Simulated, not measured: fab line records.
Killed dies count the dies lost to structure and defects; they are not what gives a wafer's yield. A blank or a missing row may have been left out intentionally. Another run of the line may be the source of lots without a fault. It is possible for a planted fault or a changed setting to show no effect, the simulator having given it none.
What tool caused it? :: flow berkeley cmos170 :: at 1 step of a route of 331, 7 lots with 21 wafers sampled

== WHAT THE GAUGES READ, wafer by wafer ==
UCB170_ACTIVE_OVL_MEAS_14.
lot: L221
measured: day 5 10:30
on: overlay-01
ACTIVE_OVL (nm): 5 5 7

lot: L226
measured: day 5 18:59
on: overlay-01
ACTIVE_OVL (nm): 1 1 1

lot: L227
measured: day 6 09:50
on: overlay-01
ACTIVE_OVL (nm): -6 -4 -9

lot: L237
measured: day 8 09:04
on: overlay-01
ACTIVE_OVL (nm): -4 -3 -2

lot: L240
measured: day 8 14:58
on: overlay-01
ACTIVE_OVL (nm): 5 1 -1

lot: L241
measured: day 9 06:28
on: overlay-01
ACTIVE_OVL (nm): -4 -4 -4

lot: L242
measured: day 9 06:55
on: overlay-01
ACTIVE_OVL (nm): -1 8 2

== WHAT TOOL EACH LOT RAN ON (gives the tool, then ch and the chambers of the sampled wafers, and finally the start) ==
No process step before these readings appears in the record.

== THE ANSWER, worked out from the rows above alone ==
Rule: the lots themselves supply what counts as usual. The widest of any qualifying gaps counts: lots, ordered by their means at a reading, are off when they make up no more than a third of the lots, leave a main group of 4 or more, and stand apart from it by 3 or more times the standard deviation of that group's means. If all means in a main group match to the digits the tables above print for the reading, that group is not used. Also off: a lot with no number at a reading for which 4 or more lots have one. The other lots that the step has rows for count as sound.
Nothing can be told from this: no lot is off at any reading shown.

== WHAT THE SIMULATOR PUT IN ==
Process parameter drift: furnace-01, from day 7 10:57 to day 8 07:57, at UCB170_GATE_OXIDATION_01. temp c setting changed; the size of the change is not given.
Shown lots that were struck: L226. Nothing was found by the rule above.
